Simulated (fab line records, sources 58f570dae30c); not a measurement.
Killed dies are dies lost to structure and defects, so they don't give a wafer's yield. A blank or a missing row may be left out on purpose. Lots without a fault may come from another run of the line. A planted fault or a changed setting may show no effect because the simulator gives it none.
fab line records | flow berkeley_cmos170
record lots=14 wafers=42 last_day=12
route steps=331 shown V2@306
lots that met no fault: from a run of the same line without faults
start_h: hours from the record's first day to the start of the lot's first wafer shown | wait_h: hours since the lot's step before | " the same as in the row above | L1.1+2: a row that stands for several wafers | - no value, or no start given | * or withheld: withheld | < > ~ a bound
route shown NAME@n: a module of which the file shows steps, and the number in the route of the first | usual: mean/standard deviation of fault-free wafers | same: alike in all rows | chamber/n: place in a boat | sites: the reading at each site | _std_site: their standard deviation | _edge_site: outer sites' mean less inner sites' | radius_mm: how far each site lies from the wafer's centre | mask NAME#n: copy n | behind: the tool/chamber that last shaped the wafer | hold: why the lot was held/for how many hours/how that ended | device: the transistor (n, p or np) that didn't switch | end of line: the same wafers' tests at the end of the route | a step without rows: its recipe alone | killed: dies lost to structure and defects at the first sort, not the wafer's yield | map: a wafer's dies, x killed, . not, _ none there
set.NAME: the setting as run; set.NAME@STEP: as run at that earlier step | model.NAME: the simulator's own value behind a step, which no gauge read
steps of the route over a sample of lots; a table a step, a row a wafer
services: from which hour (start_h, from the record's first day; less than 0 if before it) a tool's chamber was out of use, for how many hours, and why
## steps
# step UCB170_V2_ETCH_14
# recipe chemistry=CHF3/CF4/Ar target=SiO2 stop_on=Al CHF3_flow_sccm=45 cf4_flow_sccm=15 Ar_flow_sccm=150 pressure_mtorr=200 rf_w=700 target_depth_a=12500 over_etch_frac=0.25 time_s=291
# usual drypump_motor_current_A=5.8/0.42 mfc_ar_sccm=150.0/0.45 oes_product_au=0.879/0.013 run_length_s=319.3/0.42 throttle_valve_pct=6.99/0.12
# columns lot.wafer tool chamber start_h wait_h drypump_motor_current_A mfc_ar_sccm oes_product_au rf_hours_counter_h run_length_s throttle_valve_pct
L948.1 rie_diel-04 1 153.34 0.0 6.1 150.2 0.864 49 319.7 7.01
L948.2 " 2 " " 5.3 149.8 0.877 78 318.9 7.12
L948.4 " 3 " " 5.5 150.4 0.869 6 319.9 6.85
L949.1 rie_diel-02 2 153.38 0.0 5.9 149.8 0.890 47 318.9 7.12
L949.3 " 0 " " 6.1 150.0 0.873 24 319.6 6.90
L949.6 " 0 " " 6.1 150.1 0.888 - 319.2 6.90
L947.1 rie_diel-04 0 153.89 0.0 5.8 150.7 0.852 150 319.4 6.82
L947.2 " 2 " " 5.2 150.1 0.877 78 319.1 7.13
L947.5 " 0 " " 5.8 150.3 0.859 - 319.4 6.82
L952.1 rie_diel-02 0 178.20 0.0 6.1 149.7 0.880 25 319.4 6.91
L952.4 " 3 " " 6.2 150.3 0.883 37 318.8 7.04
L952.5 " 1 " " 5.1 150.1 0.893 - 319.3 6.94
L954.1 rie_diel-01 1 189.81 0.0 5.0 150.1 0.896 85 319.5 7.08
L954.3 " 3 " " 6.0 149.6 0.859 26 318.5 6.84
L954.6 " 3 " " 6.0 149.0 0.862 - 318.6 6.86
L957.3 rie_diel-02 1 203.88 0.0 5.1 150.2 0.879 101 319.6 6.94
L957.4 " 1 " " 5.1 150.3 0.886 - 319.6 6.95
L957.5 " 0 " " 6.1 149.5 0.880 - 320.1 6.90
L956.1 rie_diel-01 0 204.45 0.0 5.9 149.7 0.905 67 319.8 6.96
L956.3 " 3 " " 6.0 150.8 0.860 27 318.5 6.89
L956.5 " 0 " " 5.9 149.7 0.900 - 319.8 6.96
L959.1 rie_diel-04 1 204.70 0.0 6.1 149.6 0.863 52 319.6 7.01
L959.4 " 2 " " 5.3 149.6 0.880 80 319.1 7.12
L959.5 " 3 " " 5.5 150.2 0.861 - 319.7 6.85
L958.2 rie_diel-02 0 205.18 0.0 6.1 149.7 0.877 27 319.7 6.91
L958.3 " 1 " " 5.1 149.6 0.884 102 319.2 6.94
L958.6 " 0 " " 6.1 149.3 0.877 - 319.5 6.91
L955.1 rie_diel-01 1 205.42 0.0 5.0 149.9 0.883 86 319.3 7.09
L955.3 " 2 " " 6.4 149.9 0.877 67 319.7 7.19
L955.4 " 3 " " 6.0 149.9 0.864 27 318.4 6.87
L964.1 rie_diel-02 1 230.06 0.0 5.1 149.3 0.882 103 319.6 6.95
L964.3 " 0 " " 6.2 150.7 0.888 28 319.3 6.89
L964.5 " 1 " " 5.1 149.7 0.889 - 319.5 6.96
L961.2 rie_diel-04 1 230.35 0.0 6.1 149.9 0.684 53 497.3 7.00
L961.5 " 1 " " 6.1 150.6 0.671 - 497.3 6.99
L961.6 " 0 " " 5.9 149.5 0.697 - 496.8 6.82
L965.4 rie_diel-04 3 252.34 0.0 5.5 149.2 0.671 10 496.9 6.85
L965.5 " 2 " " 5.3 150.9 0.681 - 496.5 7.13
L965.6 " 3 " " 5.5 150.4 0.670 - 497.0 6.84
L970.1 rie_diel-02 0 273.23 0.0 6.1 149.5 0.878 30 319.8 6.90
L970.4 " 1 " " 5.1 150.0 0.885 105 319.3 6.96
L970.5 " 2 " " 5.8 149.1 0.883 - 319.6 7.13
# step UCB170_V2_STRIP_15
# recipe chemistry=O2 power_w=400 pressure_mtorr=3500 platen_temp_c=withheld o2_flow_sccm=400 overash_fraction=0.5
# usual drypump_motor_current_A=5.8/0.52 oes_product_au=0.722/0.0044 strip_time_to_endpoint_s=15.29/0.08
# columns lot.wafer tool chamber start_h wait_h drypump_motor_current_A oes_product_au rf_hours_counter_h strip_time_to_endpoint_s
L948.1 plasma_asher-03 1 153.51 0.1 5.3 0.719 4 15.26
L948.2 " 0 " " 5.9 0.723 4 15.41
L948.4 " 0 " " 5.9 0.718 - 15.35
L949.1 plasma_asher-02 0 153.56 0.1 6.5 0.721 49 15.24
L949.3 " 0 " " 6.5 0.730 - 15.14
L949.6 " 1 " " 6.6 0.728 - 15.24
L947.1 plasma_asher-03 1 154.07 0.1 5.4 0.719 4 15.36
L947.2 " 0 " " 5.9 0.724 4 15.38
L947.5 " 1 " " 5.4 0.729 - 15.38
L952.1 plasma_asher-03 0 178.38 0.1 5.9 0.723 7 15.20
L952.4 " 0 " " 5.9 0.718 - 15.11
L952.5 " 0 " " 5.9 0.723 - 15.34
L954.1 plasma_asher-03 0 189.98 0.1 5.9 0.722 8 15.31
L954.3 " 0 " " 5.9 0.722 - 15.33
L954.6 " 1 " " 5.4 0.723 - 15.32
L957.3 plasma_asher-03 1 204.09 0.1 5.4 0.717 - 15.28
L957.4 " 0 " " 5.9 0.717 - 15.30
L957.5 " 1 " " 5.4 0.722 - 15.24
L956.1 plasma_asher-04 1 204.63 0.1 5.5 0.723 46 15.28
L956.3 " 1 " " 5.5 0.718 - 15.25
L956.5 " 0 " " 5.1 0.724 - 15.26
L959.1 plasma_asher-03 0 204.87 0.1 5.9 0.729 10 15.17
L959.4 " 0 " " 5.9 0.718 - 15.20
L959.5 " 1 " " 5.4 0.721 - 15.15
L958.2 plasma_asher-04 0 205.36 0.1 5.1 0.715 46 15.19
L958.3 " 0 " " 5.1 0.730 - 15.25
L958.6 " 0 " " 5.2 0.721 - 15.23
L955.1 plasma_asher-03 1 205.60 0.1 5.4 0.720 10 15.32
L955.3 " 1 " " 5.3 0.724 - 15.26
L955.4 " 0 " " 5.9 0.722 - 15.25
L964.1 plasma_asher-04 0 230.24 0.1 5.1 0.711 49 15.32
L964.3 " 0 " " 5.1 0.720 - 15.36
L964.5 " 0 " " 5.2 0.726 - 15.41
L961.2 plasma_asher-02 1 230.53 0.1 6.6 0.694 56 11.18
L961.5 " 1 " " 6.6 0.698 - 11.19
L961.6 " 0 " " 6.4 0.698 - 11.18
L965.4 plasma_asher-02 0 252.55 0.1 6.5 0.703 - 11.31
L965.5 " 1 " " 6.6 0.694 - 11.40
L965.6 " 0 " " 6.4 0.714 - 11.45
L970.1 plasma_asher-02 0 273.41 0.1 6.5 0.721 62 15.23
L970.4 " 1 " " 6.6 0.719 - 15.16
L970.5 " 1 " " 6.6 0.722 - 15.28
# step UCB170_V2_CD_MEAS_90
# recipe target_cd_nm=700
# usual cd_nm=700.2/1.5
# columns lot.wafer tool chamber start_h wait_h cd_nm
L948.1 cd_sem-01 - 153.61 0.1 701.9
L948.2 " - " " 702.0
L948.4 " - " " 703.9
L949.1 cd_sem-02 - 153.66 0.1 698.6
L949.3 " - " " 701.7
L949.6 " - " " 701.4
L947.1 cd_sem-02 - 154.17 0.1 702.1
L947.2 " - " " 701.2
L947.5 " - " " 700.4
L952.1 cd_sem-01 - 178.48 0.1 700.2
L952.4 " - " " 698.8
L952.5 " - " " 698.2
L954.1 cd_sem-02 - 190.08 0.1 701.2
L954.3 " - " " 702.8
L954.6 " - " " 703.4
L957.3 cd_sem-01 - 204.20 0.1 700.1
L957.4 " - " " 699.7
L957.5 " - " " 701.5
L956.1 cd_sem-02 - 204.73 0.1 701.6
L956.3 " - " " 701.6
L956.5 " - " " 700.8
L959.1 cd_sem-01 - 204.97 0.1 699.1
L959.4 " - " " 701.2
L959.5 " - " " 701.3
L958.2 cd_sem-01 - 205.48 0.1 701.8
L958.3 " - " " 700.2
L958.6 " - " " 699.6
L955.1 cd_sem-01 - 205.94 0.3 700.9
L955.3 " - " " 699.2
L955.4 " - " " 701.6
L964.1 cd_sem-02 - 230.34 0.1 700.8
L964.3 " - " " 702.5
L964.5 " - " " 701.2
L961.2 cd_sem-02 - 230.65 0.1 704.8
L961.5 " - " " 704.3
L961.6 " - " " 703.5
L965.4 cd_sem-02 - 252.68 0.1 705.3
L965.5 " - " " 705.6
L965.6 " - " " 705.6
L970.1 cd_sem-01 - 273.51 0.1 700.1
L970.4 " - " " 701.8
L970.5 " - " " 701.4
## services
# columns tool chamber start_h hours kind
rie_diel-01 0 141.57 8.7 repair
rie_diel-02 0 163.29 4.0 repair
rie_diel-01 1 171.87 4.1 repair
rie_diel-04 0 183.58 - clean
rie_diel-04 0 183.58 15.1 scheduled_down
rie_diel-04 0 183.58 15.1 vent_cycle
rie_diel-01 0 195.05 6.5 repair
rie_diel-02 3 197.94 9.5 repair
plasma_asher-02 - 204.21 5.4 repair
plasma_asher-04 - 214.87 0.4 repair
plasma_asher-03 - 252.85 5.8 repair
rie_diel-04 2 266.99 1.8 repair
rie_diel-02 3 268.66 3.8 repair
plasma_asher-03 - 270.20 6.8 repair
## key
first_sign step=UCB170_V2_ETCH_14 reading=run_length_s direction=up sigmas=99+ usual=* struck=*
effect step=UCB170_V2_ETCH_14 reading=oes_product_au direction=down sigmas=15 usual=0.879 struck=0.679
effect step=UCB170_V2_STRIP_15 reading=strip_time_to_endpoint_s direction=down sigmas=50 usual=* struck=*
effect step=UCB170_V2_CD_MEAS_90 reading=cd_nm direction=up sigmas=3.2 usual=700.2 struck=704.8
met_at UCB170_V2_ETCH_14
struck_lots L961,L965
onset_between 204.70 230.35
fault kind=process_parameter_drift tool=rie_diel-04 chamber=- onset_h=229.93 steps=UCB170_V2_ETCH_14 channel=time_s offset=* shape=step end_h=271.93 acts_in=* stated=*
